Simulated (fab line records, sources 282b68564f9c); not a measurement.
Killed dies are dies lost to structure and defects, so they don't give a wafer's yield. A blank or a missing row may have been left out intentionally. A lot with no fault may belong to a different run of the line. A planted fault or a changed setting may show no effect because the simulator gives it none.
fab line records    flow ritCmos
record lots=14  wafers=42  lastDay=7
route steps=202 shown ACTIVE@15 PRETRO@70 PLDD@123 PSD@145 M1@202
lots untouched by any fault: they come from a run of this same line in which no faults occurred
startH: hours from the record's opening day to when the first of the lot's shown wafers began    waitH: time in hours since the lot's previous step    " the same as in the row above    L1.1+2: a row that stands for several wafers    - no value, or no start given    * or withheld: withheld    < > ~ a bound
route shown NAME@n: NAME is a module with steps in the file, n the number in the route of the first one    usual: mean/standard deviation taken from wafers without a fault    same: alike in all rows    chamber/n: place in a boat    sites: each site's reading    _std_site: the standard deviation of these    _edge_site: inner sites' mean taken away from outer sites' mean    radiusMm: how far each site lies from the wafer's centre    mask NAME#n: copy n    behind: the most recent tool/chamber to have shaped the wafer    hold: cause of the lot's hold/its duration in hours/its outcome    device: whichever transistor did not switch (one of n, p or np)    end of line: tests of these same wafers at the route's end    for a step that has no rows: nothing shown but its recipe    killed: the dies lost at the first sort to structure and to defects; this is not the yield of the wafer    map: a wafer's dies, x killed, . not, _ none there
set.NAME: the run value of the setting; set.NAME@STEP: its run value at that earlier step    model.NAME: the simulator's own value behind a step, which no gauge read
one table for each step of the route and one row for each wafer, over a sample of lots
services: the hour from which a tool's chamber was out of use, counted from the record's first day as startH (under 0 if before that day), plus the number of hours and why
## steps
# step RIT_ACTIVE_STRIP_14
# recipe chemistry=O2  timeS=180  resist=NOVOLAK  platenTempC=withheld  powerW=500  pressureMtorr=4000  o2FlowSccm=4000
# usual drypumpMotorCurrentA=5.7/0.46
lot.wafer  tool            chamber  startH  waitH  drypumpMotorCurrentA  rfHoursCounterH
L487.1     plasmaAsher-04  1        15.70   0.1    6.0                   37
L487.3     "               1        "       "      6.0                   -
L487.6     "               0        "       "      5.3                   -
L488.1     plasmaAsher-04  0        20.02   0.1    5.3                   37
L488.3     "               1        "       "      6.0                   -
L488.6     "               1        "       "      6.1                   -
L490.1     plasmaAsher-02  0        29.97   0.1    6.2                   41
L490.3     "               1        "       "      5.3                   -
L490.4     "               0        "       "      6.2                   -
L491.1     plasmaAsher-04  1        34.84   0.1    6.0                   39
L491.4     "               0        "       "      5.3                   -
L491.5     "               1        "       "      6.0                   -
L493.1     plasmaAsher-04  0        45.05   0.1    5.3                   40
L493.5     "               1        "       "      6.0                   -
L493.6     "               0        "       "      5.3                   -
L494.1     plasmaAsher-02  0        50.77   0.1    6.2                   43
L494.4     "               1        "       "      5.2                   -
L494.5     "               1        "       "      5.3                   -
L496.1     plasmaAsher-02  1        60.76   0.1    5.2                   44
L496.2     "               0        "       "      6.2                   44
L496.4     "               1        "       "      5.3                   -
L498.2     plasmaAsher-01  1        70.39   0.1    5.1                   46
L498.3     "               1        "       "      5.1                   -
L498.5     "               1        "       "      5.1                   -
L499.1     plasmaAsher-04  0        75.16   0.1    5.3                   43
L499.4     "               0        "       "      5.2                   -
L499.6     "               1        "       "      6.0                   -
L500.4     plasmaAsher-04  1        80.39   0.1    6.0                   -
L500.5     "               1        "       "      6.0                   -
L500.6     "               0        "       "      5.3                   -
L501.4     plasmaAsher-02  0        85.14   0.1    6.2                   -
L501.5     "               0        "       "      6.2                   -
L501.6     "               1        "       "      5.3                   -
L504.1     plasmaAsher-02  0        100.42  0.1    6.2                   48
L504.2     "               1        "       "      5.2                   48
L504.5     "               0        "       "      6.2                   -
L506.4     plasmaAsher-01  1        110.10  0.1    5.1                   -
L506.5     "               1        "       "      5.1                   -
L506.6     "               0        "       "      6.1                   -
L510.2     plasmaAsher-01  0        130.14  0.1    6.1                   53
L510.3     "               1        "       "      5.1                   -
L510.6     "               1        "       "      5.1                   -
# step RIT_PRETRO_OVL_MEAS_06
# usual PRETRO_OVL=-0.8/1.4
lot.wafer  tool        chamber  startH  waitH  PRETRO_OVL[nm]
L487.1     overlay-02  -        32.78   -      -0.1
L487.3     "           -        "       "      -1.8
L487.6     "           -        "       "      -3.6
L488.1     overlay-02  -        37.34   -      1.2
L488.3     "           -        "       "      -0.5
L488.6     "           -        "       "      -1.7
L490.1     overlay-02  -        47.69   -      1.5
L490.3     "           -        "       "      -1.0
L490.4     "           -        "       "      -1.4
L491.1     overlay-01  -        52.48   -      -1.8
L491.4     "           -        "       "      -2.8
L491.5     "           -        "       "      -1.5
L493.1     overlay-01  -        62.30   -      1.1
L493.5     "           -        "       "      -3.0
L493.6     "           -        "       "      -1.7
L494.1     overlay-01  -        66.76   -      -3.1
L494.4     "           -        "       "      -1.7
L494.5     "           -        "       "      -2.4
L496.1     overlay-02  -        80.82   -      2.8
L496.2     "           -        "       "      0.2
L496.4     "           -        "       "      0.5
L498.2     overlay-02  -        86.53   -      -0.4
L498.3     "           -        "       "      1.8
L498.5     "           -        "       "      1.0
L499.1     overlay-01  -        92.16   -      -2.1
L499.4     "           -        "       "      -2.0
L499.6     "           -        "       "      -1.8
L500.4     overlay-01  -        97.23   -      -1.1
L500.5     "           -        "       "      -1.1
L500.6     "           -        "       "      -2.0
L501.4     overlay-02  -        102.28  -      2.0
L501.5     "           -        "       "      0.5
L501.6     "           -        "       "      0.7
L504.1     overlay-02  -        117.62  -      -1.6
L504.2     "           -        "       "      -1.4
L504.5     "           -        "       "      1.3
L506.4     overlay-01  -        127.87  -      -2.7
L506.5     "           -        "       "      -0.9
L506.6     "           -        "       "      -2.8
L510.2     overlay-02  -        148.34  -      2.0
L510.3     "           -        "       "      0.5
L510.6     "           -        "       "      0.0
# step RIT_PLDD_STRIP_09
# recipe chemistry=O2  timeS=180  resist=NOVOLAK  platenTempC=withheld  powerW=500  pressureMtorr=4000  o2FlowSccm=4000
# usual drypumpMotorCurrentA=5.5/0.42
lot.wafer  tool            chamber  startH  waitH  drypumpMotorCurrentA  rfHoursCounterH
L487.1     plasmaAsher-03  1        47.52   0.1    5.4                   21
L487.3     "               0        "       "      5.2                   -
L487.6     "               0        "       "      5.2                   -
L488.1     plasmaAsher-01  1        49.95   0.1    5.1                   44
L488.3     "               1        "       "      5.1                   -
L488.6     "               1        "       "      5.1                   -
L490.1     plasmaAsher-03  0        60.48   0.1    5.2                   22
L490.3     "               1        "       "      5.4                   -
L490.4     "               0        "       "      5.2                   -
L491.1     plasmaAsher-03  1        66.12   0.1    5.4                   23
L491.4     "               0        "       "      5.2                   -
L491.5     "               0        "       "      5.1                   -
L493.1     plasmaAsher-01  0        74.59   0.1    6.1                   47
L493.5     "               1        "       "      5.1                   -
L493.6     "               0        "       "      6.1                   -
L494.1     plasmaAsher-01  1        78.69   0.1    5.1                   47
L494.4     "               0        "       "      6.1                   -
L494.5     "               0        "       "      6.1                   -
L496.1     plasmaAsher-04  1        94.11   0.1    6.0                   44
L496.2     "               0        "       "      5.3                   44
L496.4     "               0        "       "      5.3                   -
L498.2     plasmaAsher-03  0        99.46   0.1    5.2                   26
L498.3     "               1        "       "      5.4                   -
L498.5     "               1        "       "      5.4                   -
L499.1     plasmaAsher-01  1        108.00  0.1    5.1                   50
L499.4     "               0        "       "      6.1                   -
L499.6     "               1        "       "      5.1                   -
L500.4     plasmaAsher-01  1        110.86  0.1    5.1                   -
L500.5     "               1        "       "      5.1                   -
L500.6     "               0        "       "      6.1                   -
L501.4     plasmaAsher-04  1        118.51  0.1    6.0                   -
L501.5     "               0        "       "      5.3                   -
L501.6     "               1        "       "      6.1                   -
L504.1     plasmaAsher-03  1        130.36  0.1    5.4                   29
L504.2     "               0        "       "      5.2                   29
L504.5     "               0        "       "      5.2                   -
L506.4     plasmaAsher-01  0        140.43  0.1    6.1                   -
L506.5     "               1        "       "      5.1                   -
L506.6     "               0        "       "      6.1                   -
L510.2     plasmaAsher-04  0        164.34  0.1    5.3                   52
L510.3     "               0        "       "      5.2                   -
L510.6     "               0        "       "      5.3                   -
# step RIT_PSD_EXPOSE_03
# recipe maskId=M10  na=0.57  targetCdNm=40900  doseMj=250
# usual exposureDoseMJCm2=249.98/0.26
lot.wafer  tool             chamber  startH  waitH  mask   exposureDoseMJCm2
L487.1     ilineStepper-02  0        52.42   0.2    M10#0  250.47
L487.3     "                0        "       "      M10#0  250.14
L487.6     "                0        "       "      M10#0  250.21
L488.1     ilineStepper-02  0        54.90   0.1    M10#0  249.95
L488.3     "                0        "       "      M10#0  250.19
L488.6     "                0        "       "      M10#0  249.84
L490.1     ilineStepper-02  0        67.26   0.1    M10#0  250.08
L490.3     "                0        "       "      M10#0  250.21
L490.4     "                0        "       "      M10#0  249.92
L491.1     ilineStepper-02  0        70.94   0.1    M10#0  249.85
L491.4     "                0        "       "      M10#0  249.64
L491.5     "                0        "       "      M10#0  249.79
L493.1     ilineStepper-02  0        79.40   0.1    M10#0  250.20
L493.5     "                0        "       "      M10#0  250.07
L493.6     "                0        "       "      M10#0  250.16
L494.1     ilineStepper-02  0        83.43   0.1    M10#0  249.79
L494.4     "                0        "       "      M10#0  250.07
L494.5     "                0        "       "      M10#0  249.48
L496.1     ilineStepper-01  0        100.09  0.2    M10#0  249.87
L496.2     "                0        "       "      M10#0  249.76
L496.4     "                0        "       "      M10#0  249.83
L498.2     ilineStepper-01  0        105.17  0.1    M10#0  249.70
L498.3     "                0        "       "      M10#0  249.33
L498.5     "                0        "       "      M10#0  249.75
L499.1     ilineStepper-01  0        112.73  0.1    M10#0  249.92
L499.4     "                0        "       "      M10#0  250.13
L499.6     "                0        "       "      M10#0  250.39
L500.4     ilineStepper-02  0        116.80  0.2    M10#0  250.01
L500.5     "                0        "       "      M10#0  249.81
L500.6     "                0        "       "      M10#0  250.22
L501.4     ilineStepper-02  0        123.14  0.1    M10#0  249.80
L501.5     "                0        "       "      M10#0  250.22
L501.6     "                0        "       "      M10#0  250.27
L504.1     ilineStepper-02  0        135.12  0.2    M10#0  249.98
L504.2     "                0        "       "      M10#0  249.80
L504.5     "                0        "       "      M10#0  249.68
L506.4     ilineStepper-01  0        145.61  0.1    M10#0  250.14
L506.5     "                0        "       "      M10#0  249.75
L506.6     "                0        "       "      M10#0  250.24
L510.2     ilineStepper-02  0        169.30  0.3    M10#0  250.11
L510.3     "                0        "       "      M10#0  250.18
L510.6     "                0        "       "      M10#0  249.98
# step RIT_PSD_OVL_MEAS_06
# usual PSD_OVL=-1.3/1.6
lot.wafer  tool        chamber  startH  waitH  PSD_OVL[nm]
L487.1     overlay-02  -        52.82   -      -2.1
L487.3     "           -        "       "      -2.9
L487.6     "           -        "       "      -2.0
L488.1     overlay-01  -        55.30   -      -2.9
L488.3     "           -        "       "      -3.0
L488.6     "           -        "       "      -5.2
L490.1     overlay-02  -        67.66   -      -1.8
L490.3     "           -        "       "      -2.0
L490.4     "           -        "       "      0.4
L491.1     overlay-02  -        71.40   -      -3.1
L491.4     "           -        "       "      -6.4
L491.5     "           -        "       "      -2.5
L493.1     overlay-01  -        79.80   -      -3.5
L493.5     "           -        "       "      -2.6
L493.6     "           -        "       "      -2.3
L494.1     overlay-01  -        83.83   -      -2.5
L494.4     "           -        "       "      -1.5
L494.5     "           -        "       "      0.0
L496.1     overlay-01  -        100.49  -      -2.7
L496.2     "           -        "       "      -2.1
L496.4     "           -        "       "      -2.3
L498.2     overlay-02  -        105.55  -      1.4
L498.3     "           -        "       "      1.0
L498.5     "           -        "       "      -0.2
L499.1     overlay-02  -        113.13  -      1.5
L499.4     "           -        "       "      1.3
L499.6     "           -        "       "      0.4
L500.4     overlay-01  -        117.18  -      -1.1
L500.5     "           -        "       "      -2.0
L500.6     "           -        "       "      -3.1
L501.4     overlay-02  -        123.50  -      -2.0
L501.5     "           -        "       "      -0.8
L501.6     "           -        "       "      -1.6
L504.1     overlay-01  -        135.52  -      128.7
L504.2     "           -        "       "      128.2
L504.5     "           -        "       "      128.0
L506.4     overlay-02  -        145.97  -      0.4
L506.5     "           -        "       "      -0.5
L506.6     "           -        "       "      1.7
L510.2     overlay-02  -        169.71  -      127.9
L510.3     "           -        "       "      126.4
L510.6     "           -        "       "      129.5
# step RIT_M1_PROBE_99
# usual killedAtContacts=0.1/0.32  killedAtFrontEnd=7/3  killedDies=7/3.1  killedOpen=3.3/1.8  killedShort=3.6/2
# same grossDies=264  killed_at_M0_to_M3=0  killed_at_M4_up=0  killedAtBackSide=0  killedAtOther=0
lot.wafer  tool       chamber  startH  waitH  killedAtContacts  killedAtFrontEnd  killedDies  killedOpen  killedShort
L487.1     prober-01  -        61.54   0.1    0                 4                 4           3           1
L487.3     prober-01  -        61.64   0.2    1                 9                 10          6           4
L487.6     prober-01  -        61.79   0.2    0                 12                12          4           8
L488.1     prober-02  -        63.92   0.1    0                 4                 4           3           1
L488.3     prober-02  -        64.02   0.2    0                 10                10          3           7
L488.6     prober-02  -        64.17   0.2    0                 10                10          5           5
L490.1     prober-02  -        76.03   0.1    0                 8                 8           5           3
L490.3     prober-02  -        76.13   0.2    0                 11                11          5           6
L490.4     prober-02  -        76.18   0.2    0                 10                10          6           4
L491.1     prober-01  -        79.79   0.1    0                 10                10          3           7
L491.4     prober-01  -        79.94   0.2    0                 13                13          6           7
L491.5     prober-01  -        79.99   0.2    0                 8                 8           6           2
L493.1     prober-01  -        88.99   0.1    0                 6                 6           1           5
L493.5     prober-01  -        89.19   0.2    0                 2                 2           0           2
L493.6     prober-01  -        89.24   0.2    0                 3                 3           1           2
L494.1     prober-02  -        92.56   0.1    0                 9                 9           3           6
L494.4     prober-02  -        92.71   0.2    0                 8                 8           5           3
L494.5     prober-02  -        92.76   0.2    0                 7                 7           4           3
L496.1     prober-02  -        109.38  0.1    1                 9                 10          4           6
L496.2     prober-02  -        109.43  0.1    0                 11                11          7           4
L496.4     prober-02  -        109.53  0.2    0                 8                 8           5           3
L498.2     prober-02  -        114.63  0.1    0                 5                 5           3           2
L498.3     prober-02  -        114.68  0.2    1                 4                 5           4           1
L498.5     prober-02  -        114.78  0.2    0                 6                 6           3           3
L499.1     prober-01  -        121.81  0.1    0                 4                 4           2           2
L499.4     prober-01  -        121.96  0.2    0                 14                14          9           5
L499.6     prober-01  -        122.06  0.2    0                 9                 9           5           4
L500.4     prober-02  -        125.72  0.2    0                 6                 6           3           3
L500.5     prober-02  -        125.77  0.2    2                 10                12          7           5
L500.6     prober-02  -        125.82  0.2    0                 12                12          3           9
L501.4     prober-01  -        132.22  0.2    0                 5                 5           2           3
L501.5     prober-01  -        132.27  0.2    0                 4                 4           2           2
L501.6     prober-01  -        132.32  0.2    0                 6                 6           1           5
L504.1     prober-02  -        144.08  0.1    0                 12                12          6           6
L504.2     prober-02  -        144.13  0.1    0                 10                10          6           4
L504.5     prober-02  -        144.28  0.2    0                 11                11          5           6
L506.4     prober-02  -        154.74  0.2    0                 5                 5           2           3
L506.5     prober-02  -        154.79  0.2    0                 4                 4           1           3
L506.6     prober-02  -        154.84  0.2    0                 7                 7           3           4
L510.2     prober-02  -        178.62  0.1    0                 7                 7           2           5
L510.3     prober-02  -        178.67  0.2    0                 10                10          5           5
L510.6     prober-02  -        178.82  0.2    0                 12                12          5           7
# killed by level:class
L487.1 SPACER:geometricParticle:open=2 GATE:geometricParticle:open=1 SPACER:geometricParticle:short=1
L487.3 FOX1:geometricParticle:open=2 SILICIDE:geometricParticle:open=2 GATE:geometricParticle:short=2 FOX1:geometricParticle:short=1 REOX:geometricParticle:short=1 SPACER:geometricParticle:open=1 CONTACT:geometricParticle:open=1
L487.6 GATE:geometricParticle:short=5 FOX1:geometricParticle:short=2 FOX2:geometricParticle:short=1 FOX2:geometricParticle:open=1 GATE:geometricParticle:open=1 REOX:geometricParticle:open=1 SPACER:geometricParticle:open=1
L488.1 SPACER:geometricParticle:open=2 FOX1:geometricParticle:open=1 SPACER:geometricParticle:short=1
L488.3 GATE:geometricParticle:short=3 SPACER:geometricParticle:short=2 FOX1:geometricParticle:open=1 FOX1:geometricParticle:short=1 GATE:geometricParticle:open=1 REOX:geometricParticle:short=1 SILICIDE:geometricParticle:open=1
L488.6 GATE:geometricParticle:short=3 FOX1:geometricParticle:open=2 GATE:geometricParticle:open=1 REOX:geometricParticle:short=1 SPACER:geometricParticle:open=1 SILICIDE:geometricParticle:open=1 SILICIDE:geometricParticle:short=1
L490.1 FOX1:geometricParticle:open=3 SILICIDE:geometricParticle:open=2 GATE:geometricParticle:short=1 SPACER:geometricParticle:short=1 SILICIDE:geometricParticle:short=1
L490.3 GATE:geometricParticle:short=3 FOX1:geometricParticle:open=2 FOX1:geometricParticle:short=1 GATE:geometricParticle:open=1 REOX:geometricParticle:short=1 SPACER:geometricParticle:open=1 SILICIDE:geometricParticle:short=1 SILICIDE:geometricParticle:open=1
L490.4 GATE:geometricParticle:open=4 FOX1:geometricParticle:short=2 REOX:geometricParticle:short=2 FOX1:geometricParticle:open=1 REOX:geometricParticle:open=1
L491.1 GATE:geometricParticle:open=2 GATE:geometricParticle:short=2 REOX:geometricParticle:short=2 FOX2:geometricParticle:short=1 REOX:geometricParticle:open=1 SPACER:geometricParticle:short=1 SILICIDE:geometricParticle:short=1
L491.4 GATE:geometricParticle:open=4 FOX2:geometricParticle:short=3 GATE:geometricParticle:short=3 FOX1:geometricParticle:open=1 FOX2:geometricParticle:open=1 SPACER:geometricParticle:short=1
L491.5 FOX1:geometricParticle:open=3 REOX:geometricParticle:open=2 FOX2:geometricParticle:open=1 FOX2:geometricParticle:short=1 SPACER:geometricParticle:short=1
L493.1 GATE:geometricParticle:short=5 GATE:geometricParticle:open=1
L493.5 GATE:geometricParticle:short=2
L493.6 FOX1:geometricParticle:short=1 GATE:geometricParticle:short=1 REOX:geometricParticle:open=1
L494.1 GATE:geometricParticle:open=2 REOX:geometricParticle:short=2 SPACER:geometricParticle:short=2 FOX1:geometricParticle:short=1 GATE:geometricParticle:short=1 REOX:geometricParticle:open=1
L494.4 SPACER:geometricParticle:open=2 FOX2:geometricParticle:short=1 FOX2:geometricParticle:open=1 GATE:geometricParticle:open=1 GATE:geometricParticle:short=1 REOX:geometricParticle:open=1 SILICIDE:geometricParticle:short=1
L494.5 GATE:geometricParticle:short=2 FOX1:geometricParticle:open=1 FOX1:geometricParticle:short=1 FOX2:geometricParticle:open=1 GATE:geometricParticle:open=1 REOX:geometricParticle:open=1
L496.1 SPACER:geometricParticle:short=3 FOX2:geometricParticle:open=2 FOX2:geometricParticle:short=1 GATE:geometricParticle:open=1 GATE:geometricParticle:short=1 REOX:geometricParticle:open=1 CONTACT:geometricParticle:short=1
L496.2 SPACER:geometricParticle:open=4 GATE:geometricParticle:short=2 FOX2:geometricParticle:open=1 FOX2:geometricParticle:short=1 GATE:geometricParticle:open=1 SPACER:geometricParticle:short=1 SILICIDE:geometricParticle:open=1
L496.4 SPACER:geometricParticle:open=3 GATE:geometricParticle:open=2 GATE:geometricParticle:short=2 SPACER:geometricParticle:short=1
L498.2 GATE:geometricParticle:open=2 SPACER:geometricParticle:short=1 SILICIDE:geometricParticle:open=1 SILICIDE:geometricParticle:short=1
L498.3 GATE:geometricParticle:open=2 FOX1:geometricParticle:open=1 GATE:geometricParticle:short=1 CONTACT:geometricParticle:open=1
L498.5 GATE:geometricParticle:open=2 FOX1:geometricParticle:short=1 FOX1:geometricParticle:open=1 GATE:geometricParticle:short=1 SILICIDE:geometricParticle:short=1
L499.1 FOX1:geometricParticle:short=1 FOX1:geometricParticle:open=1 GATE:geometricParticle:short=1 GATE:geometricParticle:open=1
L499.4 SILICIDE:geometricParticle:open=5 GATE:geometricParticle:open=2 SILICIDE:geometricParticle:short=2 FOX1:geometricParticle:short=1 REOX:geometricParticle:open=1 REOX:geometricParticle:short=1 SPACER:geometricParticle:open=1 SPACER:geometricParticle:short=1
L499.6 FOX2:geometricParticle:open=2 GATE:geometricParticle:open=2 FOX1:geometricParticle:short=1 GATE:geometricParticle:short=1 REOX:geometricParticle:open=1 REOX:geometricParticle:short=1 SPACER:geometricParticle:short=1
L500.4 FOX1:geometricParticle:open=3 FOX1:geometricParticle:short=2 SILICIDE:geometricParticle:short=1
L500.5 GATE:geometricParticle:open=2 SILICIDE:geometricParticle:open=2 CONTACT:geometricParticle:short=2 FOX1:geometricParticle:open=1 FOX1:geometricParticle:short=1 FOX2:geometricParticle:open=1 SPACER:geometricParticle:open=1 SPACER:geometricParticle:short=1
L500.6 SILICIDE:geometricParticle:short=4 GATE:geometricParticle:open=2 FOX1:geometricParticle:open=1 FOX1:geometricParticle:short=1 FOX2:geometricParticle:short=1 GATE:geometricParticle:short=1 REOX:geometricParticle:short=1 SPACER:geometricParticle:short=1
L501.4 GATE:geometricParticle:short=3 GATE:geometricParticle:open=2
L501.5 FOX1:geometricParticle:short=1 FOX2:geometricParticle:open=1 GATE:geometricParticle:open=1 GATE:geometricParticle:short=1
L501.6 FOX1:geometricParticle:short=2 FOX2:geometricParticle:open=1 FOX2:geometricParticle:short=1 GATE:geometricParticle:short=1 REOX:geometricParticle:short=1
L504.1 SILICIDE:geometricParticle:open=3 FOX1:geometricParticle:short=2 FOX2:geometricParticle:short=2 SILICIDE:geometricParticle:short=2 SPACER:geometricParticle:open=1 FOX1:geometricParticle:open=1 FOX2:geometricParticle:open=1
L504.2 SPACER:geometricParticle:open=3 GATE:geometricParticle:short=2 SILICIDE:geometricParticle:short=2 FOX2:geometricParticle:open=1 GATE:geometricParticle:open=1 REOX:geometricParticle:open=1
L504.5 FOX1:geometricParticle:short=2 GATE:geometricParticle:open=2 SPACER:geometricParticle:open=2 FOX2:geometricParticle:open=1 GATE:geometricParticle:short=1 REOX:geometricParticle:short=1 SPACER:geometricParticle:short=1 SILICIDE:geometricParticle:short=1
L506.4 GATE:geometricParticle:short=3 FOX1:geometricParticle:open=1 REOX:geometricParticle:open=1
L506.5 FOX1:geometricParticle:short=1 GATE:geometricParticle:short=1 GATE:geometricParticle:open=1 SILICIDE:geometricParticle:short=1
L506.6 GATE:geometricParticle:short=2 FOX1:geometricParticle:short=1 FOX1:geometricParticle:open=1 GATE:geometricParticle:open=1 REOX:geometricParticle:open=1 SPACER:geometricParticle:short=1
L510.2 GATE:geometricParticle:short=4 SPACER:geometricParticle:open=1 SILICIDE:geometricParticle:short=1 SILICIDE:geometricParticle:open=1
L510.3 GATE:geometricParticle:open=4 FOX1:geometricParticle:short=2 GATE:geometricParticle:short=2 REOX:geometricParticle:short=1 REOX:geometricParticle:open=1
L510.6 FOX1:geometricParticle:short=4 GATE:geometricParticle:open=2 FOX1:geometricParticle:open=1 FOX2:geometricParticle:short=1 GATE:geometricParticle:short=1 REOX:geometricParticle:open=1 SPACER:geometricParticle:short=1 SILICIDE:geometricParticle:open=1
## services
tool             chamber  startH  hours  kind
ilineStepper-01  0        -3.97   -      calibration
ilineStepper-01  -        35.95   1.7    pm
ilineStepper-02  0        58.50   -      calibration
plasmaAsher-04   -        66.74   3.4    repair
ilineStepper-01  -        90.75   4.4    pm
ilineStepper-02  -        97.09   1.7    pm
plasmaAsher-03   -        107.98  6.8    repair
plasmaAsher-02   -        108.75  9.0    pm
plasmaAsher-02   0        108.75  9.0    ventCycle
plasmaAsher-02   1        108.75  9.0    ventCycle
plasmaAsher-02   0        117.75  -      clean
plasmaAsher-02   1        117.75  -      clean
plasmaAsher-04   -        155.19  0.7    repair
## key
firstSign step=RIT_PSD_OVL_MEAS_06  reading=PSD_OVL  direction=up  sigmas=83  usual=-1.3  struck=128.1
effect none on later readings
metAt RIT_PSD_EXPOSE_03
struckLots L504,L510
testerLeftOut L504,L510
notActingAt RIT_ACTIVE_STRIP_14,RIT_PRETRO_OVL_MEAS_06,RIT_PLDD_STRIP_09
onsetBetween 123.14 135.12
fault kind=scannerMatchingOverlay  tool=ilineStepper-02  chamber=-  onsetH=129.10  steps=RIT_PSD_EXPOSE_03  offset=130
# testerLeftOut: of these lots the tester's yield and bins aren't shown, on N5 and GAA mostly nor the transistor test; their killed dies are dies lost to structure and defects alone, not to doping, threshold or leakage, so they don't give the yield
